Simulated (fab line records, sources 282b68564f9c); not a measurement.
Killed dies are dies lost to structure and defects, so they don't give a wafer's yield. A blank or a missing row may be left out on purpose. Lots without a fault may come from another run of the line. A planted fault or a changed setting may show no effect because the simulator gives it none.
Problem report in the 8D (eight disciplines) form, filled by code | flow rit_cmos | the parts of the form that need people (team, actions taken, sign-off) are left out

1. THE PROBLEM
FOX2_OXIDE_THK at RIT_FOX2_THK_MEAS_01 reads a mean of 216 nm on 9 wafers of 3 lots; wafers without a fault read 352 nm with a standard deviation of 5.9. That is -23 standard deviations from the usual mean.
First seen on wafer L947.2, day 3 20:28, on film_metro-03. The record holds 45 wafers of 15 lots with a number at this step. Rule for "out", or "out of limits": more than 4 standard deviations from the usual mean. The other wafers with a number count as sound.

2. WHAT IT IS AND WHAT IT IS NOT
question                    | is                     | is not
which readings at this step | FOX2_OXIDE_THK         | -
which lots                  | L947, L949, L950       | L937, L939, L943, L944, L946, L948, L954, L956, L957, L958, L959, L960
which wafers of those lots  | all that have a number | -
read on which gauges        | film_metro-03          | film_metro-01, film_metro-04
when                        | from day 3 20:28       | up to then (15 sound wafers); but 21 sound wafers of L948, L954, L956, L957, L958, L959, L960 came after

3. SUSPECTS, AND WHAT RULES EACH OUT
Counting: a tool at a process step up to the reading stays a suspect if it ran every lot that is out and no sound lot after the first of them.
- the gauge at RIT_FOX2_THK_MEAS_01: kept. All the wafers that are out were read on film_metro-03, and no step on other tools shows them out.
- furnace-04 at RIT_FOX2_OXIDATION_00 (target thk 350.7 nm, ox time 1130 s): kept. It ran every lot that is out, first L947 (day 3 19:09), and no sound lot after that; its last sound lot up to then is L946 (day 3 14:58).
Left after counting: furnace-04 at RIT_FOX2_OXIDATION_00, film_metro-03 at RIT_FOX2_THK_MEAS_01.

4. THE CAUSE (what the simulator had put in)
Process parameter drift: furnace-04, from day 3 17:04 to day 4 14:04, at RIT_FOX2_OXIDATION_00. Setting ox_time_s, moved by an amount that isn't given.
Counting left 2 suspects, and this tool is among them.

5. THE CHAIN OF EFFECTS, in route order
Each row: a reading whose mean over the struck wafers that have a number lies more than 3 standard deviations from the usual. Only readings for which the record gives a usual standard deviation are gone through. hours: the time from each lot's start at the first step in this table that gives one to its start at this step, as a median over the lots. sigmas: the change in usual standard deviations.
hours | step                 | reading                | usual  | on struck wafers | change | sigmas
0     | RIT_FOX2_THK_MEAS_01 | FOX2_OXIDE_THK         | 352 nm | 216              | -136   | -23
1     | RIT_FOX2_THK_MEAS_90 | FIELD_OXIDE_LEFT_1_THK | 324 nm | 189              | -135   | -23
13    | RIT_FOX2_THK_MEAS_91 | FIELD_OXIDE_LEFT_2_THK | 256 nm | 122              | -134   | -23

6. WHAT WOULD HAVE CAUGHT IT SOONER
In this record the first reading out of limits at a measuring or inspecting step was taken at day 3 20:28, 3 hours after the fault began at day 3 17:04.
Of the lots that are out (3), L949, L950 began RIT_FOX2_OXIDATION_00 on furnace-04 after day 3 20:28. A hold on the tool at that time would have spared those 2.
